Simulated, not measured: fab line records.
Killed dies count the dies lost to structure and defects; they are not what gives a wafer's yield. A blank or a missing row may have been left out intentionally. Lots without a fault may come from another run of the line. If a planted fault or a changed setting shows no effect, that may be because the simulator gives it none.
A struck lot beside a sound one + flow rit cmos + 44 out of 202 route steps
Sound: the wafers L545.2, L545.3, L545.5. Struck: wafer L550.6. (L550.4, L550.5 of the same lot were not struck and are left out.) The cause comes at the end.
Per side, at each step with rows, come the tool, then ch with its chambers, and then its first start. Under that, the readings that differ: sound wafers + struck wafers + difference of the means + sigmas: that difference in standard deviations of wafers without a fault.
alike: readings with means less than 2 such deviations apart, plus words and numbers identical on both sides. not compared: withheld readings, readings lacking a value on some wafer, bounds such as >300 that could conceal the same value, and numbers that have no deviation in the record and whose values overlap.
A row with sigmas, a row that says differs or no value, or rows on one side alone: a step with any of these is where the two part. Numbers that don't overlap but have no deviation are shown without sigmas and don't part them. A reading missing from all wafers of one side parts the sides only when that side holds two or more wafers.

first, 2 steps without rows for these wafers: RIT_PLDD_PEB_04; RIT_PLDD_DEVELOP_05 (develop time 50 s).
RIT_PLDD_OVL_MEAS_06:
  sound on overlay-01, day 4 02:32; struck on overlay-02, day 5 03:41
  alike: PLDD_OVL
then, 2 steps without rows for these wafers: RIT_PLDD_HARDBAKE_07 (time 60 s); RIT_PLDD_IMPLANT_08.
RIT_PLDD_STRIP_09: strips in O2, time 180 s.
  sound on plasma asher-01 ch 0,1, day 4 02:52; struck on plasma asher-01 ch 1, day 5 04:04
  alike: drypump motor current A, o2 flow sccm, rf refl power W
  not compared: rf hours counter h
RIT_PLDD_TW_MEAS_10:
  sound on film metro-01, day 4 03:08; struck on film metro-01, day 5 04:13
  alike: PLDD_TW
then, 4 steps without rows for these wafers: RIT_SPACER_CLEAN_00 (cleans in SC1, time 600 s); RIT_SPACER_CLEAN_01 (cleans in dHF, time 30 s); RIT_SPACER_CLEAN_02 (cleans in SC2, time 600 s); RIT_SPACER_CVD_03 (deposits Si3N4 from SiH2Cl2/NH3, target thk 250 nm, time 3300 s).
RIT_SPACER_THK_MEAS_04:
  sound on film metro-04, day 4 05:39; struck on film metro-04, day 5 07:52
  alike: SPACER_NITRIDE_THK
RIT_SPACER_ETCHBACK_05: etches Si3N4 in SF6/CHF3, stops on SiO2, target depth 250 nm, time 240 s.
  sound on rie diel-02 ch 0,1,2, day 4 05:42; struck on rie diel-02 ch 2, day 5 07:54
| reading                                  | sound             | struck | difference | sigmas |
|------------------------------------------|-------------------|--------|------------|--------|
| model.poly-Si_of_GATE_CVD_08.thk nm (nm) | 168.5 168.5 168.6 | 173.5  | +5.0       |        |
| model.Si3N4_of_SPACER_CVD_03.thk nm (nm) | 195.4 195.7 196.5 | 202.1  | +6.2       |        |
  alike: drypump motor current A, oes product au, throttle valve pct
  not compared: rf hours counter h
then, 6 steps without rows for these wafers: RIT_NSD_HMDS_00 (prime time 60 s); RIT_NSD_COAT_01 (resist thk 1000 nm); RIT_NSD_SOFTBAKE_02 (time 60 s); RIT_NSD_EXPOSE_03 (exposes mask M9, target cd 40700 nm); RIT_NSD_PEB_04; RIT_NSD_DEVELOP_05 (develop time 50 s).
RIT_NSD_OVL_MEAS_06:
  sound on overlay-02, day 4 06:43; struck on overlay-01, day 5 08:55
  alike: NSD_OVL
then, 2 steps without rows for these wafers: RIT_NSD_HARDBAKE_07 (time 60 s); RIT_NSD_IMPLANT_08.
RIT_NSD_STRIP_09: strips in O2, time 180 s.
  sound on plasma asher-01 ch 0,1, day 4 07:02; struck on plasma asher-01 ch 0, day 5 09:17
  alike: drypump motor current A, o2 flow sccm, rf refl power W
  not compared: rf hours counter h
RIT_NSD_TW_MEAS_10:
  sound on film metro-02, day 4 07:14; struck on film metro-02, day 5 09:26
  alike: NSD_TW
then, 6 steps without rows for these wafers: RIT_PSD_HMDS_00 (prime time 60 s); RIT_PSD_COAT_01 (resist thk 1000 nm); RIT_PSD_SOFTBAKE_02 (time 60 s); RIT_PSD_EXPOSE_03 (exposes mask M10, target cd 40900 nm); RIT_PSD_PEB_04; RIT_PSD_DEVELOP_05 (develop time 50 s).
RIT_PSD_OVL_MEAS_06:
  sound on overlay-01, day 4 08:08; struck on overlay-01, day 5 10:20
  alike: PSD_OVL
then, 2 steps without rows for these wafers: RIT_PSD_HARDBAKE_07 (time 60 s); RIT_PSD_IMPLANT_08.
RIT_PSD_STRIP_09: strips in O2, time 180 s.
  sound on plasma asher-03 ch 0, day 4 08:28; struck on plasma asher-03 ch 0, day 5 10:43
  alike: drypump motor current A, o2 flow sccm, rf refl power W
  not compared: rf hours counter h
RIT_PSD_TW_MEAS_10:
  sound on film metro-02, day 4 08:39; struck on film metro-02, day 5 10:52
  alike: PSD_TW
then, 2 steps without rows for these wafers: RIT_SDANNEAL_CLEAN_00 (cleans in SC1, time 600 s); RIT_SDANNEAL_CLEAN_01 (cleans in dHF, time 30 s).
RIT_SDANNEAL_CLEAN_02: cleans in SC2, time 600 s.
  sound on wet bench-01 ch 0, day 4 08:55; struck on wet bench-02 ch 1, day 5 11:16
| reading                                  | sound             | struck | difference | sigmas |
|------------------------------------------|-------------------|--------|------------|--------|
| model.poly-Si_of_GATE_CVD_08.thk nm (nm) | 164.1 164.2 164.2 | 169.2  | +5.0       |        |
RIT_SDANNEAL_RTA_03: time 5 s.
  sound on rtp anneal-02 ch 0, day 4 09:07; struck on rtp anneal-01 ch 0, day 5 11:29
  alike: wafer_temp_C_max
RIT_SDANNEAL_RS_MEAS_04: measurement is done with a four-point probe.
  sound on film metro-03, day 4 09:11; struck on film metro-03, day 5 11:34
  alike: PSD_RS
RIT_SDANNEAL_RS_MEAS_05: measurement is done with a four-point probe.
  sound on film metro-03, day 4 09:18; struck on film metro-03, day 5 11:41
  alike: NSD_RS
RIT_SDANNEAL_RS_MEAS_06: measurement is done with a four-point probe.
  sound on film metro-03, day 4 09:25; struck on film metro-03, day 5 11:49
  alike: PLDD_RS
RIT_SILICIDE_WET_ETCH_00: etches SiO2 in BOE, target depth 14 nm, time 15 s.
  sound on wet bench-03 ch 2, day 4 09:38; struck on wet bench-04 ch 0, day 5 11:59
| reading                                  | sound             | struck | difference | sigmas |
|------------------------------------------|-------------------|--------|------------|--------|
| model.Si3N4_of_SPACER_CVD_03.thk nm (nm) | 194.2 194.5 195.3 | 200.9  | +6.2       |        |
RIT_M1_PROBE_99:
  sound on prober-01, day 4 16:49; struck on prober-02, day 5 19:18
| reading                                       | sound                | struck | difference | sigmas |
|-----------------------------------------------|----------------------|--------|------------|--------|
| killed at front end                           | 7 10 10              | 3      | -6         | -2     |
| killed dies                                   | 7 10 10              | 3      | -6         | -2     |
| model.etest.nmos_0p15.r on ohm um             | 1112 1112 1102       | 999.7  | -109.0     |        |
| model.etest.pplus sal.width nm (nm)           | 3467 3464 3459       | 3392   | -71        |        |
| model.etest.nplus sal.width nm (nm)           | 3457 3464 3451       | 3375   | -82        |        |
| model.etest.pwell pinched.rs ohm sq           | 467 460.2 463.2      | 449.4  | -14.1      |        |
| model.etest.nwell pinched.rs ohm sq           | 342.6 342.7 338.9    | 325.8  | -15.6      |        |
| model.etest.contact nplus.end ohm um          | 42.87 40.97 40.94    | 39.32  | -2.27      |        |
| model.etest.diode nplus comb.leak log10 a cm2 | -4.859 -4.979 -5.147 | -5.634 | -0.639     |        |
| model.etest.diode pplus nwell.bv v (V)        | 6.729 6.755 6.739    | 6.425  | -0.316     |        |
  alike: killed_at_M0_to_M3, killed at contacts, killed open, killed short

## WHERE THEY PART
At RIT_M1_PROBE_99 and nowhere else, as far as this record goes.

WHY: what the simulator had put in
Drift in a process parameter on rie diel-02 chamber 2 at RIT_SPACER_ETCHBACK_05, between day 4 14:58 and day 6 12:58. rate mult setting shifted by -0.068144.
